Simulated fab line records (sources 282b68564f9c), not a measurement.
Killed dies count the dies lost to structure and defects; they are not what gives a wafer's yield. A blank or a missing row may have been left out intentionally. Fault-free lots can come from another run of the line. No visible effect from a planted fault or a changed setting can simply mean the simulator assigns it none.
fab line records ; flow rit_cmos
[record] lots = 6; wafers = 18; last_day = 7
route steps=202 shown PRETRO@69 GATE@75 FOX2@80
lots with no fault: from the same line, run without faults
start_h: hours from the record's first day to the start of the lot's first wafer shown ; wait_h: how many hours have passed since the lot's step before this one ; " repeats the value in the row above ; L1.1+2: a row that stands for several wafers ; - value missing, or start not given ; * or withheld: withheld ; < > ~ a bound
route shown NAME@n: a module of which the file shows steps, and the number in the route of the first ; usual: average and standard deviation across the fault-free wafers ; same: alike in all rows ; chamber/n: place in a boat ; sites: per-site readings ; _std_site: the values' standard deviation ; _edge_site: the outer-site mean with the inner-site mean subtracted ; radius_mm: for every site, how far away it sits from the centre of the wafer ; mask NAME#n: copy n ; behind: tool/chamber where the wafer was last shaped ; hold: reason for holding the lot/hours on hold/outcome of the hold ; device: which transistor (n, p or np) failed to switch ; end of line: tests of these same wafers at the route's end ; a step with no rows: only its recipe ; killed: not the wafer's yield, but the dies lost to structure and defects at the first sort ; map: a wafer's dies, x killed, . not, _ none there
set.NAME: setting as actually run; set.NAME@STEP: the setting as run at that earlier step ; model.NAME: the simulator's own value behind a step, which no gauge read
certain route steps with their lots: each step a table, each wafer a row
services: the hour from which a tool's chamber was out of use, counted from the record's first day as start_h (under 0 if before that day), plus the number of hours and why
[[steps]]
[step RIT_PRETRO_DEVELOP_05]
[recipe] resist = NOVOLAK; develop_time_s = 68; dev_temp_c = 23
[step RIT_PRETRO_OVL_MEAS_06]
[usual] PRETRO_OVL = 0.2/1.3
lot.wafer;tool;chamber;start_h;wait_h;PRETRO_OVL[nm]
L761.1;overlay-02;-;80.86;-;-2.4
L761.3;overlay-02;-;80.86;-;-0.3
L761.5;overlay-02;-;80.86;-;-1.6
L766.3;overlay-02;-;107.61;-;-0.8
L766.4;overlay-02;-;107.61;-;-0.2
L766.5;overlay-02;-;107.61;-;1.3
L767.1;overlay-01;-;110.62;-;-0.6
L767.4;overlay-01;-;110.62;-;0.9
L767.6;overlay-01;-;110.62;-;1.9
L768.1;overlay-02;-;115.32;-;2.2
L768.2;overlay-02;-;115.32;-;1.6
L768.6;overlay-02;-;115.32;-;-0.1
L773.1;overlay-02;-;140.82;-;1.6
L773.4;overlay-02;-;140.82;-;0.8
L773.5;overlay-02;-;140.82;-;0.5
L774.1;overlay-01;-;145.86;-;1.3
L774.3;overlay-01;-;145.86;-;1.5
L774.5;overlay-01;-;145.86;-;-0.4
[step RIT_PRETRO_HARDBAKE_07]
[recipe] resist = NOVOLAK; temp_c = 141.3; time_s = 120
[step RIT_PRETRO_IMPLANT_08]
[recipe] species = B; energy_kev = 45; dose_cm2 = 1.2e+13; tilt_deg = 7
[step RIT_PRETRO_STRIP_09]
[recipe] chemistry = O2; time_s = 180; resist = NOVOLAK; platen_temp_c = withheld; power_w = 500; pressure_mtorr = 4000; o2_flow_sccm = 4000
[usual] drypump_motor_current_A = 5.5/0.31
lot.wafer;tool;chamber;start_h;wait_h;drypump_motor_current_A;rf_hours_counter_h
L761.1;plasma_asher-04;0;81.29;0.1;5.8;45
L761.3;plasma_asher-04;0;81.29;0.1;5.8;-
L761.5;plasma_asher-04;1;81.29;0.1;5.5;-
L766.3;plasma_asher-01;0;108.10;0.1;4.8;-
L766.4;plasma_asher-01;1;108.10;0.1;5.8;-
L766.5;plasma_asher-01;0;108.10;0.1;4.8;-
L767.1;plasma_asher-02;1;111.05;0.1;5.7;48
L767.4;plasma_asher-02;0;111.05;0.1;5.3;-
L767.6;plasma_asher-02;1;111.05;0.1;5.7;-
L768.1;plasma_asher-01;1;115.76;0.1;5.9;31
L768.2;plasma_asher-01;0;115.76;0.1;4.8;31
L768.6;plasma_asher-01;1;115.76;0.1;5.9;-
L773.1;plasma_asher-01;1;141.26;0.1;5.9;34
L773.4;plasma_asher-01;0;141.26;0.1;4.8;-
L773.5;plasma_asher-01;0;141.26;0.1;4.8;-
L774.1;plasma_asher-04;0;146.30;0.1;5.8;3
L774.3;plasma_asher-04;0;146.30;0.1;5.8;-
L774.5;plasma_asher-04;0;146.30;0.1;5.8;-
[step RIT_PRETRO_TW_MEAS_10]
[usual] PRETRO_TW = 473/3.3
lot.wafer;tool;chamber;start_h;wait_h;PRETRO_TW
L761.1;film_metro-04;-;81.47;0.1;473
L761.3;film_metro-04;-;81.47;0.1;473
L761.5;film_metro-04;-;81.47;0.1;473
L766.3;film_metro-02;-;108.23;0.1;465
L766.4;film_metro-02;-;108.23;0.1;467
L766.5;film_metro-02;-;108.23;0.1;470
L767.1;film_metro-04;-;111.23;0.1;472
L767.4;film_metro-04;-;111.23;0.1;474
L767.6;film_metro-04;-;111.23;0.1;471
L768.1;film_metro-04;-;115.97;0.2;475
L768.2;film_metro-04;-;115.97;0.2;473
L768.6;film_metro-04;-;115.97;0.2;472
L773.1;film_metro-04;-;141.43;0.1;469
L773.4;film_metro-04;-;141.43;0.1;470
L773.5;film_metro-04;-;141.43;0.1;470
L774.1;film_metro-04;-;146.47;0.1;474
L774.3;film_metro-04;-;146.47;0.1;472
L774.5;film_metro-04;-;146.47;0.1;474
[step RIT_GATE_WET_ETCH_00]
[recipe] chemistry = BOE; target = SiO2; target_depth_nm = 56; time_s = 60; dry = n2_spin; dilution = 10:1; temp_c = 21.5
[step RIT_GATE_CLEAN_01]
[recipe] chemistry = SC1; mix = 3:3:50; time_s = 600; temp_c = 75
[step RIT_GATE_CLEAN_02]
[recipe] chemistry = dHF; dilution = 50:1; time_s = 30
[step RIT_GATE_CLEAN_03]
[recipe] chemistry = SC2; mix = 3:3:50; time_s = 600; temp_c = 75; dry = n2_spin
[step RIT_GATE_CLEAN_04]
[recipe] chemistry = dHF; dilution = 50:1; time_s = 60; dry = n2_spin
[step RIT_FOX2_THK_MEAS_91]
[recipe] reads = SiO2_of_FOX2_OXIDATION_00
[usual] FIELD_OXIDE_LEFT_2_THK = 247/6.2
lot.wafer;tool;chamber;start_h;wait_h;FIELD_OXIDE_LEFT_2_THK[nm]
L761.1;film_metro-04;-;81.98;0.0;253
L761.3;film_metro-04;-;81.98;0.0;258
L761.5;film_metro-04;-;81.98;0.0;258
L766.3;film_metro-04;-;108.72;0.0;249
L766.4;film_metro-04;-;108.72;0.0;247
L766.5;film_metro-04;-;108.72;0.0;250
L767.1;film_metro-03;-;111.72;0.0;248
L767.4;film_metro-03;-;111.72;0.0;247
L767.6;film_metro-03;-;111.72;0.0;243
L768.1;film_metro-03;-;116.44;0.0;259
L768.2;film_metro-03;-;116.44;0.0;253
L768.6;film_metro-03;-;116.44;0.0;254
L773.1;film_metro-03;-;141.93;0.0;248
L773.4;film_metro-03;-;141.93;0.0;251
L773.5;film_metro-03;-;141.93;0.0;243
L774.1;film_metro-03;-;146.99;0.0;247
L774.3;film_metro-03;-;146.99;0.0;246
L774.5;film_metro-03;-;146.99;0.0;245
[step RIT_GATE_OXIDATION_05]
[recipe] temp_c = 900; ambient = O2; target_thk_a = 30; ox_time_s = 270
[usual] ox_temp_c = 900.1/0.41; ox_temp_c_max = 904.6/1.9; zone_power_source_pct = 26.4/1.5
lot.wafer;tool;chamber;start_h;wait_h;ox_temp_c;ox_temp_c_max;zone_power_source_pct
L761.1;furnace-03;0;82.05;0.1;899.4;905.7;24.3
L761.3;furnace-03;0;82.05;0.1;899.1;904.6;23.8
L761.5;furnace-03;0;82.05;0.1;900.1;906.6;23.8
L766.3;furnace-01;0;108.76;0.0;900.2;902.6;27.4
L766.4;furnace-01;0;108.76;0.0;900.6;903.6;27.4
L766.5;furnace-01;0;108.76;0.0;900.5;903.3;27.4
L767.1;furnace-04;-;111.96;0.2;-;-;-
L767.4;furnace-04;-;111.96;0.2;-;-;-
L767.6;furnace-04;-;111.96;0.2;-;-;-
L768.1;furnace-03;-;116.50;0.1;-;-;-
L768.2;furnace-03;-;116.50;0.1;-;-;-
L768.6;furnace-03;-;116.50;0.1;-;-;-
L773.1;furnace-03;0;141.99;0.1;900.7;905.2;24.1
L773.4;furnace-03;0;141.99;0.1;900.5;905.9;24.1
L773.5;furnace-03;0;141.99;0.1;900.3;906.9;23.9
L774.1;furnace-01;0;147.05;0.1;900.1;902.6;27.5
L774.3;furnace-01;0;147.05;0.1;899.8;903.1;26.9
L774.5;furnace-01;0;147.05;0.1;899.6;902.2;27.1
[step RIT_GATE_ANNEAL_06]
[recipe] temp_c = 900; time_s = 600; ambient = N2O
[step RIT_GATE_CVD_08]
[recipe] material = poly-Si; target_thk_nm = 250; temp_c = 610; precursor = SiH4; time_s = 2220; pressure_mtorr = 300; sih4_flow_sccm = 100
[[services]]
tool;chamber;start_h;hours;kind
furnace-04;-;68.91;3.7;pm
plasma_asher-01;-;70.32;15.6;pm
furnace-03;-;98.95;1.7;pm
plasma_asher-04;-;108.75;9.0;pm
plasma_asher-04;0;108.75;9.0;vent_cycle
plasma_asher-04;1;108.75;9.0;vent_cycle
plasma_asher-04;0;117.75;-;clean
plasma_asher-04;1;117.75;-;clean
plasma_asher-02;-;122.05;2.1;repair
furnace-03;-;144.94;3.0;pm
[[key]]
[first_sign] step = RIT_GATE_OXIDATION_05; reading = tool_record; direction = missing
effect none on later readings
met_at RIT_GATE_OXIDATION_05
struck_wafers L767.1,L767.4,L767.6,L768.1,L768.2,L768.6
later_rows_left_out L767.1,L767.4,L767.6,L768.1,L768.2,L768.6
sort_left_out L767.1,L767.4,L767.6,L768.1,L768.2,L768.6
tester_left_out L767,L768
onset_between 82.05 111.96
[fault] kind = skipped_step_whole; tool = furnace-03,furnace-04; chamber = -; onset_h = 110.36; steps = RIT_GATE_OXIDATION_05; scope = struck_lots_only
// tester_left_out: of these lots the tester's yield and bins aren't shown, on N5 and GAA mostly nor the transistor test; their killed dies are dies lost to structure and defects alone, not to doping, threshold or leakage, so they don't give the yield
// sort_left_out: the simulated sort isn't trusted on such a fault, so these wafers' sort isn't shown, and their yield isn't known
// later_rows_left_out: the simulator's readings of these wafers behind a module that went badly wrong aren't trusted and aren't shown, but for the sort
